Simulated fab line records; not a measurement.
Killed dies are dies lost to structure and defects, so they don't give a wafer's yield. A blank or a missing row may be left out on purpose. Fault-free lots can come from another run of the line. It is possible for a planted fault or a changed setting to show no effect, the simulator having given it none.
Comparing a struck lot with a sound one ; flow berkeley-cmos170 ; 17 out of 331 route steps
Sound: these wafers, L416.3, L416.4, L416.5. Struck: wafer L420.1. (L420.3, L420.4 of the same lot were not struck and are left out.) The cause comes at the end.
Each step with rows lists, per side, the tool, then ch with its chambers, then its first start. Under that, the readings that differ: sound wafers ; struck wafers ; difference of the means ; sigmas: that difference in standard deviations of wafers without a fault.
alike: same words and numbers on both sides, and readings whose means sit less than 2 such deviations apart. not compared: any withheld reading, any reading some wafer has no value for, any bound like >300 that may hide the same value, and any number with overlapping values for which the record gives no deviation.
Wherever a step has rows on one side only, a row that says differs or no value, or a row with sigmas, the two part there. Numbers that don't overlap but have no deviation are shown without sigmas and don't part them. A reading missing from all wafers of one side parts the sides only when that side holds two or more wafers.

first, 1 step without rows for these wafers: UCB170_NWELL_OXIDATION_01 (target thk 26.4 nm, ox time 1260 s).
UCB170_NWELL_THK_MEAS_02:
  struck on film-metro-03, day 4 11:01; sound on film-metro-03, day 3 14:58
  alike: NWELL_OXIDE_THK
then, 2 steps without rows for these wafers: UCB170_NWELL_ANNEAL_03 (time 900 s); UCB170_NWELL_CVD_04 (deposits Si3N4 from SiH2Cl2/NH3, target thk 224 nm, time 3360 s).
UCB170_NWELL_THK_MEAS_05:
  struck on film-metro-03, day 4 18:27; sound on film-metro-03, day 3 21:59
  alike: NWELL_NITRIDE_THK
then, 6 steps without rows for these wafers: UCB170_NWELL_HMDS_06 (prime time 60 s); UCB170_NWELL_COAT_07 (resist thk 900 nm); UCB170_NWELL_SOFTBAKE_08 (time 60 s); UCB170_NWELL_EXPOSE_09 (exposes mask NWELL, target cd 3000 nm); UCB170_NWELL_PEB_10; UCB170_NWELL_DEVELOP_11 (develop time 45 s).
UCB170_NWELL_OVL_MEAS_12:
  struck on overlay-01, day 4 20:03; sound on overlay-02, day 3 22:53
  alike: NWELL_OVL
UCB170_NWELL_ETCH_13: etches Si3N4 in CH3F/Ar/O2, stops on SiO2, target depth 246.4 nm, time 154 s.
  sound on rie-diel-02 ch 2,3, day 3 22:55; struck on rie-diel-02 ch 1, day 4 20:05
reading;sound;struck;difference;sigmas
model.KrF_of_NWELL_COAT_07.thk-nm (nm);717.1 720.7 723.3;647.1;-73.3;
  alike: drypump-motor-current-A, oes-product-au, throttle-valve-pct
  not compared: rf-hours-counter-h
following that, these wafers have no rows for 1 step: UCB170_NWELL_IMPLANT_14.
UCB170_NWELL_STRIP_15: strips in O2.
  sound on plasma-asher-02 ch 0,1, day 3 23:12; struck on plasma-asher-01 ch 1, day 4 20:20
reading;sound;struck;difference;sigmas
rf-hours-counter-h (h);- - -;38;no value on the sound wafers;
strip-time-to-endpoint-s (s);17.90 18.01 18.06;16.21;-1.78;-21
  alike: drypump-motor-current-A, oes-product-au
UCB170_NWELL_TW_MEAS_16:
  struck on film-metro-04, day 4 20:26; sound on film-metro-01, day 3 23:17
  alike: NWELL_TW
UCB170_M3_PROBE_99:
  rows exist in the record for the sound wafers here (prober-01, day 10 03:05), none for the struck ones

## WHERE THEY PART
Earliest at UCB170_NWELL_STRIP_15; latest, in this record, at UCB170_M3_PROBE_99.

WHY: what the simulator had put in
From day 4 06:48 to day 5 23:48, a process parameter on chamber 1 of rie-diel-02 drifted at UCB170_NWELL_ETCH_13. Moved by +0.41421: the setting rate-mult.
